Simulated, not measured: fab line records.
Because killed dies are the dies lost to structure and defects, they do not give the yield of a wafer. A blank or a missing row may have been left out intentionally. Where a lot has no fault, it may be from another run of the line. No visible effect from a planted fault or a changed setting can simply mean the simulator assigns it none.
fab line records	flow rit-cmos
[record] lots = 15	wafers = 45	last-day = 8
route steps=202 shown NWELL@36
lots untouched by any fault: they come from a run of this same line in which no faults occurred
start-h: the number of hours between the record's first day and the start of the first shown wafer of the lot	wait-h: hours elapsed since this lot's preceding step	" unchanged from the row above	L1.1+2: a row that stands for several wafers	- no value present, or no start provided	* or withheld: withheld	< > ~ a bound
route shown NAME@n: names a module that has steps shown in the file, with the first one's number in the route	usual: the fault-free wafers' mean and standard deviation	same: alike in all rows	chamber/n: place in a boat	sites: each site's reading	_std_site: the standard deviation of these	_edge_site: the outer-site mean with the inner-site mean subtracted	radius-mm: how far each site lies from the wafer's centre	mask NAME#n: copy n	behind: the most recent tool/chamber to have shaped the wafer	hold: what put the lot on hold/how long, in hours/how the hold closed	device: whichever transistor did not switch (one of n, p or np)	end of line: at the end of the route, the tests of the same wafers	for a step that has no rows: nothing shown but its recipe	killed: dies lost to structure and defects at the first sort, not the wafer's yield	map: the dies of a wafer, with x for killed, . for not killed, _ for no die there
set.NAME: the setting the step ran with; set.NAME@STEP: the setting that earlier step ran with	model.NAME: the simulator's own value behind a step, which no gauge read
route steps across a sampled set of lots; one table per step, one row per wafer
services: the hour from which a tool's chamber was out of use, counted from the record's first day as start-h (under 0 if before that day), plus the number of hours and why
[[steps]]
[step RIT_NWELL_IMPLANT_08]
[recipe] species = P	energy-kev = 170	dose-cm2 = 5e+13	tilt-deg = 7
[usual] beam-energy-keV = 169.99/0.048	dose-ions-cm2 = 4.999e+13/6e+10	tilt-deg = 7.004/0.018
lot.wafer	tool	chamber	start-h	wait-h	beam-energy-keV	dose-ions-cm2	tilt-deg
L162.1	implanter-04	0	21.94	0.2	169.97	4.996e+13	7.025
L162.4	"	0	"	"	169.95	5e+13	7.028
L162.5	"	0	"	"	169.95	5.004e+13	7.001
L163.1	implanter-02	0	30.86	0.2	169.95	4.999e+13	6.998
L163.2	"	0	"	"	169.97	4.999e+13	6.995
L163.4	"	0	"	"	170.01	4.996e+13	7.014
L164.1	implanter-01	0	34.92	0.2	170.02	5.009e+13	7.010
L164.2	"	0	"	"	169.91	5e+13	7.035
L164.3	"	0	"	"	170.04	5.009e+13	7.010
L165.2	implanter-04	0	38.74	0.2	170.02	4.987e+13	7.013
L165.3	"	0	"	"	169.97	4.985e+13	7.025
L165.5	"	0	"	"	170.06	5.001e+13	6.996
L166.1	implanter-04	0	48.19	0.2	170.02	5.002e+13	7.012
L166.3	"	0	"	"	169.95	4.996e+13	6.992
L166.6	"	0	"	"	170.03	4.993e+13	7.024
L167.4	implanter-04	0	51.22	0.2	169.94	4.992e+13	7.049
L167.5	"	0	"	"	169.93	4.983e+13	7.001
L167.6	"	0	"	"	170.02	5.002e+13	7.001
L169.3	implanter-02	0	59.41	0.2	170.01	4.996e+13	6.987
L169.5	"	0	"	"	169.99	4.995e+13	7.025
L169.6	"	0	"	"	169.98	4.996e+13	7.001
L172.1	implanter-02	0	76.59	0.2	170.00	5.011e+13	7.004
L172.2	"	0	"	"	170.01	5.012e+13	6.996
L172.5	"	0	"	"	169.94	5.006e+13	7.007
L173.1	implanter-02	0	80.19	0.2	152.89	5.002e+13	7.003
L173.4	"	0	"	"	152.99	4.998e+13	6.997
L173.6	"	0	"	"	152.93	4.998e+13	6.980
L174.3	implanter-02	0	83.54	0.2	153.07	5.007e+13	7.028
L174.4	"	0	"	"	153.03	5.002e+13	7.008
L174.5	"	0	"	"	152.93	5.003e+13	7.005
L177.1	implanter-02	0	100.46	0.2	152.98	4.998e+13	7.004
L177.2	"	0	"	"	152.95	4.998e+13	7.021
L177.3	"	0	"	"	153.01	4.999e+13	6.982
L180.1	implanter-04	0	113.57	0.2	170.03	5.001e+13	6.991
L180.2	"	0	"	"	170.00	5.004e+13	6.991
L180.5	"	0	"	"	170.05	4.999e+13	7.002
L181.1	implanter-04	0	117.33	0.2	169.99	4.992e+13	6.998
L181.4	"	0	"	"	170.04	5.005e+13	6.979
L181.5	"	0	"	"	170.11	4.994e+13	7.002
L183.1	implanter-01	0	128.12	0.2	169.96	5.006e+13	6.985
L183.5	"	0	"	"	169.88	5.005e+13	6.996
L183.6	"	0	"	"	169.96	5e+13	7.017
L185.2	implanter-01	0	138.63	0.2	170.02	4.997e+13	7.012
L185.4	"	0	"	"	169.93	5.005e+13	6.987
L185.5	"	0	"	"	170.07	4.991e+13	7.014
[step RIT_NWELL_TW_MEAS_10]
[usual] NWELL_TW = 2163/11
lot.wafer	tool	chamber	start-h	wait-h	NWELL_TW
L162.1	film-metro-04	-	22.27	0.1	2153
L162.4	"	-	"	"	2168
L162.5	"	-	"	"	2154
L163.1	film-metro-02	-	31.19	0.1	2158
L163.2	"	-	"	"	2166
L163.4	"	-	"	"	2164
L164.1	film-metro-04	-	35.25	0.1	2170
L164.2	"	-	"	"	2159
L164.3	"	-	"	"	2166
L165.2	film-metro-02	-	39.05	0.1	2150
L165.3	"	-	"	"	2156
L165.5	"	-	"	"	2154
L166.1	film-metro-04	-	48.51	0.1	2170
L166.3	"	-	"	"	2168
L166.6	"	-	"	"	2159
L167.4	film-metro-04	-	51.50	0.1	2169
L167.5	"	-	"	"	2164
L167.6	"	-	"	"	2167
L169.3	film-metro-04	-	59.71	0.1	2175
L169.5	"	-	"	"	2171
L169.6	"	-	"	"	2163
L172.1	film-metro-04	-	76.91	0.1	2171
L172.2	"	-	"	"	2185
L172.5	"	-	"	"	2181
L173.1	film-metro-02	-	80.51	0.1	2130
L173.4	"	-	"	"	2120
L173.6	"	-	"	"	2117
L174.3	film-metro-04	-	83.84	0.1	2138
L174.4	"	-	"	"	2137
L174.5	"	-	"	"	2136
L177.1	film-metro-02	-	100.78	0.1	2116
L177.2	"	-	"	"	2112
L177.3	"	-	"	"	2108
L180.1	film-metro-02	-	113.89	0.1	2144
L180.2	"	-	"	"	2156
L180.5	"	-	"	"	2144
L181.1	film-metro-04	-	117.66	0.1	2172
L181.4	"	-	"	"	2161
L181.5	"	-	"	"	2157
L183.1	film-metro-02	-	128.44	0.1	2152
L183.5	"	-	"	"	2155
L183.6	"	-	"	"	2156
L185.2	film-metro-02	-	138.94	0.1	2146
L185.4	"	-	"	"	2151
L185.5	"	-	"	"	2155
[[services]]
tool	chamber	start-h	hours	kind
implanter-04	-	53.26	6.6	repair
implanter-04	-	59.89	2.8	pm
implanter-02	-	63.11	2.1	repair
implanter-02	-	69.34	3.1	repair
implanter-01	-	74.24	4.2	repair
implanter-02	-	96.11	2.3	repair
[[key]]
[first-sign] step = RIT_NWELL_IMPLANT_08	reading = beam-energy-keV	direction = down	sigmas = 99+	usual = 169.99	struck = 152.98
[effect] step = RIT_NWELL_TW_MEAS_10	reading = NWELL_TW	direction = down	sigmas = 3.5	usual = 2163	struck = 2124
met-at RIT_NWELL_IMPLANT_08
struck-lots L173,L174,L177
tester-left-out L173,L174,L177
[loop-trim] step = RIT_M1_EXPOSE_06	setting = dose	lots = L177
onset-between 76.59 80.19
[fault] kind = process-parameter-drift	tool = implanter-02	chamber = -	onset-h = 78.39	steps = RIT_NWELL_IMPLANT_08	channel = energy-kev	offset = -17	shape = step	end-h = 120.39	acts-in = these-recipes-only	stated = 170
// tester-left-out: of these lots the tester's yield and bins aren't shown, on N5 and GAA mostly nor the transistor test; their killed dies are dies lost to structure and defects alone, not to doping, threshold or leakage, so they don't give the yield
// loop-trim: a control loop set the setting to another value than it would have without faults
